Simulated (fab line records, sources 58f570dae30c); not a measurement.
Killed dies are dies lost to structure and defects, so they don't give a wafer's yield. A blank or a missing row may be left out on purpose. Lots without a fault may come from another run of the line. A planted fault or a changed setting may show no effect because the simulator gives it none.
Which tool did it? | flow berkeley_cmos170 | 15 lots, 45 wafers sampled, at 7 steps of a route of 331

WHAT THE GAUGES READ, wafer by wafer
UCB170_GATE_CD_MEAS_90: target cd 350 nm.
lot  | measured     | on        | cd_nm (nm)
L633 | day 6 16:46  | cd_sem-02 | 350.0 349.1 348.9
L634 | day 6 17:04  | cd_sem-02 | 348.7 348.4 348.5
L635 | day 6 22:55  | cd_sem-01 | 350.6 350.5 350.0
L637 | day 7 10:47  | cd_sem-01 | 346.9 348.6 348.5
L639 | day 7 20:50  | cd_sem-02 | 349.5 349.8 350.2
L642 | day 8 12:56  | cd_sem-02 | 350.1 349.5 351.0
L643 | day 8 13:13  | cd_sem-02 | 351.0 350.8 350.6
L646 | day 9 06:19  | cd_sem-02 | 350.3 351.4 351.5
L647 | day 9 18:33  | cd_sem-01 | 349.2 349.6 348.9
L648 | day 9 18:47  | cd_sem-02 | 352.4 353.1 352.6
L649 | day 9 19:00  | cd_sem-01 | 349.3 348.1 348.4
L652 | day 10 09:34 | cd_sem-02 | 348.6 347.8 347.2
L655 | day 10 21:08 | cd_sem-01 | 349.8 348.8 347.7
L654 | day 10 21:23 | cd_sem-01 | 352.1 350.2 350.3
L656 | day 11 02:25 | cd_sem-02 | 350.1 351.4 350.9

UCB170_PSD_TW_MEAS_10.
lot  | measured     | on            | PSD_TW
L633 | day 7 01:23  | film_metro-01 | 2327 2320 2343
L634 | day 7 01:37  | film_metro-03 | 2324 2330 2333
L635 | day 7 08:50  | film_metro-02 | 2320 2327 2328
L637 | day 7 21:23  | film_metro-03 | 2857 2854 2864 2859 2864 2838
L639 | day 8 09:52  | film_metro-01 | 2340 2343 2334
L642 | day 9 00:45  | film_metro-02 | 2833 2841 2843 2838 2831 2842
L643 | day 9 01:01  | film_metro-03 | 2830 2845 2843 2847 2841 2829
L646 | day 9 19:04  | film_metro-03 | 2331 2318 2320
L647 | day 10 06:59 | film_metro-02 | 2313 2301 2313
L648 | day 10 06:38 | film_metro-03 | 2304 2311 2302
L649 | day 10 06:55 | film_metro-01 | 2330 2342 2334
L652 | day 10 20:59 | film_metro-02 | 2291 2298 2308
L655 | day 11 06:10 | film_metro-02 | 2314 2314 2312
L654 | day 11 06:52 | film_metro-02 | 2324 2325 2328
L656 | day 11 13:04 | film_metro-03 | 2330 2321 2317

UCB170_NSD_CD_MEAS_06: target cd 1200 nm.
lot  | measured     | on        | cd_nm (nm)
L633 | day 7 02:31  | cd_sem-02 | 1201.0 1200.9 1200.7
L634 | day 7 02:49  | cd_sem-01 | 1200.0 1200.3 1200.1
L635 | day 7 10:31  | cd_sem-01 | 1202.7 1200.0 1201.8
L639 | day 8 11:20  | cd_sem-01 | 1203.2 1201.9 1201.3
L642 | day 9 06:52  | cd_sem-02 | 1198.8 1199.4 1198.4
L643 | day 9 10:08  | cd_sem-02 | 1199.6 1197.5 1199.6
L646 | day 9 21:14  | cd_sem-01 | 1199.8 1201.1 1200.1
L647 | day 10 09:22 | cd_sem-02 | 1200.7 1202.6 1200.7
L648 | day 10 08:49 | cd_sem-01 | 1197.7 1199.6 1199.7
L649 | day 10 09:06 | cd_sem-02 | 1198.6 1198.4 1199.9
L652 | day 10 22:47 | cd_sem-02 | 1201.1 1200.6 1202.7
L655 | day 11 08:05 | cd_sem-02 | 1198.3 1198.7 1198.5
L654 | day 11 08:58 | cd_sem-01 | 1199.0 1199.3 1199.1
L656 | day 11 14:35 | cd_sem-01 | 1202.6 1201.4 1200.6

UCB170_SDANNEAL_RS_MEAS_02: measures by four-point-probe.
lot  | measured     | on            | PSD_RS (ohm/sq)
L633 | day 7 04:02  | film_metro-03 | 75.47 75.59 75.83
L634 | day 7 04:21  | film_metro-02 | 75.40 75.24 75.25
L635 | day 7 12:13  | film_metro-01 | 75.45 76.19 75.77
L639 | day 8 12:52  | film_metro-01 | 75.42 75.46 75.55
L642 | day 9 08:35  | film_metro-02 | 53.43 53.38 53.40 53.42 53.28 53.44
L643 | day 9 14:49  | film_metro-03 | 53.64 53.62 53.64 53.67 53.69 53.77
L646 | day 9 22:49  | film_metro-01 | 75.29 75.26 75.73
L647 | day 10 11:16 | film_metro-03 | 75.23 75.20 75.21
L648 | day 10 11:07 | film_metro-02 | 75.67 75.40 75.32
L649 | day 10 11:07 | film_metro-01 | 75.85 75.62 75.65
L652 | day 11 00:26 | film_metro-03 | 75.73 75.53 75.29
L655 | day 11 09:57 | film_metro-03 | 75.67 75.72 76.09
L654 | day 11 10:31 | film_metro-01 | 74.95 75.06 75.17
L656 | day 11 16:07 | film_metro-03 | 75.23 75.22 75.29

WHICH TOOL RAN EACH LOT (tool, then ch and the chambers of the sampled wafers, then the start)
lot  | UCB170_GATE_ETCH_14                | UCB170_PSD_IMPLANT_08           | UCB170_PSD_STRIP_09
L633 | rie_diel-01 ch 1,3, day 6 16:34    | implanter-01 ch 0, day 7 01:09  | plasma_asher-01 ch 0,1, day 7 01:17
L634 | rie_diel-04 ch 0,1,3, day 6 16:52  | implanter-02 ch 0, day 7 01:22  | plasma_asher-03 ch 0, day 7 01:31
L635 | rie_diel-04 ch 0,2,3, day 6 22:42  | implanter-01 ch 0, day 7 08:35  | plasma_asher-01 ch 0, day 7 08:43
L637 | rie_diel-01 ch 0,1, day 7 10:25    | implanter-03 ch 0, day 7 20:51  | plasma_asher-04 ch 0,1, day 7 21:18
L639 | rie_diel-03 ch 1,2,3, day 7 20:39  | implanter-03 ch 0, day 8 09:37  | plasma_asher-04 ch 0,1, day 8 09:46
L642 | rie_diel-04 ch 1,3, day 8 12:43    | implanter-03 ch 0, day 9 00:13  | plasma_asher-01 ch 0,1, day 9 00:40
L643 | rie_diel-03 ch 0,1,2, day 8 13:02  | implanter-01 ch 0, day 9 00:26  | plasma_asher-04 ch 0,1, day 9 00:55
L646 | rie_diel-04 ch 1,2,3, day 9 06:08  | implanter-02 ch 0, day 9 18:49  | plasma_asher-04 ch 0,1, day 9 18:58
L647 | rie_diel-04 ch 0,1,3, day 9 18:11  | implanter-02 ch 0, day 10 06:45 | plasma_asher-03 ch 0,1, day 10 06:53
L648 | rie_diel-03 ch 0,2,3, day 9 18:34  | implanter-03 ch 0, day 10 06:23 | plasma_asher-01 ch 0,1, day 10 06:32
L649 | rie_diel-04 ch 0,2,3, day 9 18:49  | implanter-01 ch 0, day 10 06:40 | plasma_asher-04 ch 0,1, day 10 06:49
L652 | rie_diel-01 ch 0,2,3, day 10 09:23 | implanter-02 ch 0, day 10 20:44 | plasma_asher-03 ch 0,1, day 10 20:53
L655 | rie_diel-03 ch 2,3, day 10 20:56   | implanter-01 ch 0, day 11 05:55 | plasma_asher-04 ch 0,1, day 11 06:03
L654 | rie_diel-01 ch 0,1, day 10 21:12   | implanter-02 ch 0, day 11 06:37 | plasma_asher-03 ch 0,1, day 11 06:46
L656 | rie_diel-04 ch 0,1,3, day 11 02:12 | implanter-03 ch 0, day 11 12:49 | plasma_asher-03 ch 0, day 11 12:57
- UCB170_GATE_ETCH_14: etches BARC in N2/H2.
- UCB170_PSD_IMPLANT_08
- UCB170_PSD_STRIP_09: strips in O2.

WHAT THE TOOLS THEMSELVES READ (means of the sampled wafers that have a number; where no wafer has one, the mark that the record gives instead)
UCB170_GATE_ETCH_14.
lot  | tool        | drypump_motor_current_A (A) | h2_flow_sccm (sccm) | oes_product_au (a.u.) | throttle_valve_pct (%)
L633 | rie_diel-01 | 5.3                         | 200.1               | 0.992                 | 13.18
L634 | rie_diel-04 | 5.2                         | 200.5               | 0.984                 | 13.39
L635 | rie_diel-04 | 5.7                         | 199.5               | 0.985                 | 13.42
L637 | rie_diel-01 | 5.7                         | 199.9               | 0.994                 | 13.01
L639 | rie_diel-03 | 5.5                         | 200.3               | 1.014                 | 13.41
L642 | rie_diel-04 | 5.3                         | 199.8               | 0.975                 | 13.39
L643 | rie_diel-03 | 5.7                         | 199.6               | 1.002                 | 13.36
L646 | rie_diel-04 | 5.7                         | 200.1               | 0.989                 | 13.43
L647 | rie_diel-04 | 5.2                         | 200.9               | 0.984                 | 13.41
L648 | rie_diel-03 | 5.3                         | 199.8               | 1.010                 | 13.33
L649 | rie_diel-04 | 5.7                         | 199.3               | 0.996                 | 13.43
L652 | rie_diel-01 | 5.7                         | 199.2               | 0.997                 | 13.27
L655 | rie_diel-03 | 5.3                         | 199.8               | 1.000                 | 13.46
L654 | rie_diel-01 | 5.7                         | 199.7               | 0.991                 | 13.02
L656 | rie_diel-04 | 5.2                         | 199.5               | 0.976                 | 13.39

UCB170_PSD_IMPLANT_08.
lot  | tool         | tilt_deg (degrees)
L633 | implanter-01 | 6.992
L634 | implanter-02 | 6.967
L635 | implanter-01 | 6.990
L637 | implanter-03 | 7.030
L639 | implanter-03 | 7.025
L642 | implanter-03 | 7.002
L643 | implanter-01 | 6.993
L646 | implanter-02 | 7.011
L647 | implanter-02 | 6.992
L648 | implanter-03 | 7.002
L649 | implanter-01 | 6.979
L652 | implanter-02 | 7.002
L655 | implanter-01 | 6.997
L654 | implanter-02 | 7.007
L656 | implanter-03 | 7.002

UCB170_PSD_STRIP_09.
lot  | tool            | drypump_motor_current_A (A) | oes_product_au (a.u.) | strip_time_to_endpoint_s (s)
L633 | plasma_asher-01 | 5.5                         | 0.598                 | 29.42
L634 | plasma_asher-03 | 5.7                         | 0.600                 | 29.42
L635 | plasma_asher-01 | 5.1                         | 0.599                 | 29.36
L637 | plasma_asher-04 | 5.3                         | 0.519                 | 37.67
L639 | plasma_asher-04 | 5.3                         | 0.600                 | 29.41
L642 | plasma_asher-01 | 5.5                         | 0.519                 | 37.70
L643 | plasma_asher-04 | 5.4                         | 0.517                 | 37.66
L646 | plasma_asher-04 | 5.3                         | 0.598                 | 29.51
L647 | plasma_asher-03 | 5.8                         | 0.601                 | 29.44
L648 | plasma_asher-01 | 5.5                         | 0.596                 | 29.38
L649 | plasma_asher-04 | 5.3                         | 0.606                 | 29.51
L652 | plasma_asher-03 | 5.8                         | 0.603                 | 29.55
L655 | plasma_asher-04 | 5.4                         | 0.600                 | 29.28
L654 | plasma_asher-03 | 5.8                         | 0.603                 | 29.48
L656 | plasma_asher-03 | 5.7                         | 0.601                 | 29.47

THE ANSWER, worked out from the rows above alone
Rule: what is usual is taken from the lots themselves. Put in order of their means at a reading, lots are off if they are a third of the lots or fewer, leave a main group of 4 or more, and stand apart from it by a gap of 3 or more times the standard deviation of the main group's means; of several such gaps the widest counts. A main group whose means are all the same, to the digits that the tables above print for the reading, isn't used. A lot without any number at a reading at which 4 lots or more have one is off too. The other lots that the step has rows for count as sound. The gauges are gone through in route order, then the tools' own readings, and for those a lot's mean is taken as printed above. The first step at which some lot is off is used, and at that step the reading that is off furthest; a lot without a number counts as furthest.
Off: L637, L642, L643, at UCB170_PSD_TW_MEAS_10 (PSD_TW). The main group: mean 2321, standard deviation 12.
A tool fits if, at a process step before that reading, it ran every lot that is off, and no sound lot after the first of them. The gauges at UCB170_PSD_TW_MEAS_10 aren't tried: what is off there is off at UCB170_PSD_STRIP_09 too, on other tools, and a gauge's error can't cause that. None of those tried fits.

WHAT THE SIMULATOR HAD PUT IN
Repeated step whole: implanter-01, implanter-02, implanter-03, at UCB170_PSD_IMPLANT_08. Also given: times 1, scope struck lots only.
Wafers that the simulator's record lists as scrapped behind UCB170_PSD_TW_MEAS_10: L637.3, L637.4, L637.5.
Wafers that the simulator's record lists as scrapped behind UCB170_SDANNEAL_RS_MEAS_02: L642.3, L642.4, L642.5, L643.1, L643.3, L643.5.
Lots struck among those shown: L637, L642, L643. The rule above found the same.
